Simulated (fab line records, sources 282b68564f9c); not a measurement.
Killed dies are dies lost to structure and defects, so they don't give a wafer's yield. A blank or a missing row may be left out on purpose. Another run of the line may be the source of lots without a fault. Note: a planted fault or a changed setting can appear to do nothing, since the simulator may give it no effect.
2 desks looking at one fault ; flow ritCmos ; only its own numbers are on each desk; what lay behind them is given at the end

== METROLOGY DESK ==
What the gauges read, lot by lot, whatever tool the lot ran on: means of the sampled wafers that have a number. If a lot's mean is further than 4 standard deviations from the usual mean, the lot is out of limits and carries the mark OUT (the distance appears in the brackets).
Columns: A = INCOMING_BOW at RIT_ACTIVE_BOW_MEAS_00, usual 0 um; B = ACTIVE_OXIDE_THK at RIT_ACTIVE_THK_MEAS_02, usual 46.8 nm; C = ACTIVE_NITRIDE_THK at RIT_ACTIVE_THK_MEAS_04, usual 150.4 nm
lot;first seen here;A;B;C
L295;day 1 15:00;8;46.6;152.5
L302;day 3 02:00;6;46.3;149.5
L304;day 3 12:00;-8;47.1;150.1
L305;day 3 17:02;-0;46.4;149.7
L317;day 6 05:00;-4;47.9;150.5
This desk's verdict: no lot among the 5 shows anything out of limits.

== DESK OF THE TOOL OWNER: ilineStepper-02 ==
The tool's own readings at RIT_ACTIVE_EXPOSE_08 (exposes mask M1, target cd 1400 nm): means of the sampled wafers that have a number, for each lot that ran on this tool. If a lot's mean is further than 4 standard deviations from the usual mean, the lot is out of limits and carries the mark OUT (the distance appears in the brackets).
Columns: A = exposureDoseMJCm2 at RIT_ACTIVE_EXPOSE_08, usual 225.01; B = stageVelMmS at RIT_ACTIVE_EXPOSE_08, usual 500.01 mm/s
lot;first seen here;A;B
L295;day 1 19:10;224.85;500.15
L302;day 3 06:10;224.96;500.25
L305;day 3 21:25;220.24 (-23) OUT;499.87
This desk's finding: out of limits on L305; first on L305, day 3 21:25 (exposureDoseMJCm2 at RIT_ACTIVE_EXPOSE_08). L295, L302: within limits.

== TAKEN TOGETHER ==
An alarm could have come from the tool owner's desk at day 3 21:25, on L305.
The metrology desk saw nothing out of limits.
The metrology desk holds a record of L305, inside its limits.
On ilineStepper-02, each named lot ran RIT_ACTIVE_EXPOSE_08.

== WHAT HAD BEEN PUT IN BY THE SIMULATOR ==
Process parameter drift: ilineStepper-02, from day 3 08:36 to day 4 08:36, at RIT_ACTIVE_EXPOSE_08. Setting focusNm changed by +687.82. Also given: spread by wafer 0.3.
Lots struck among those shown: L305.
Each desk's first reading out of limits, in hours after the fault started: the tool owner's desk, 13.
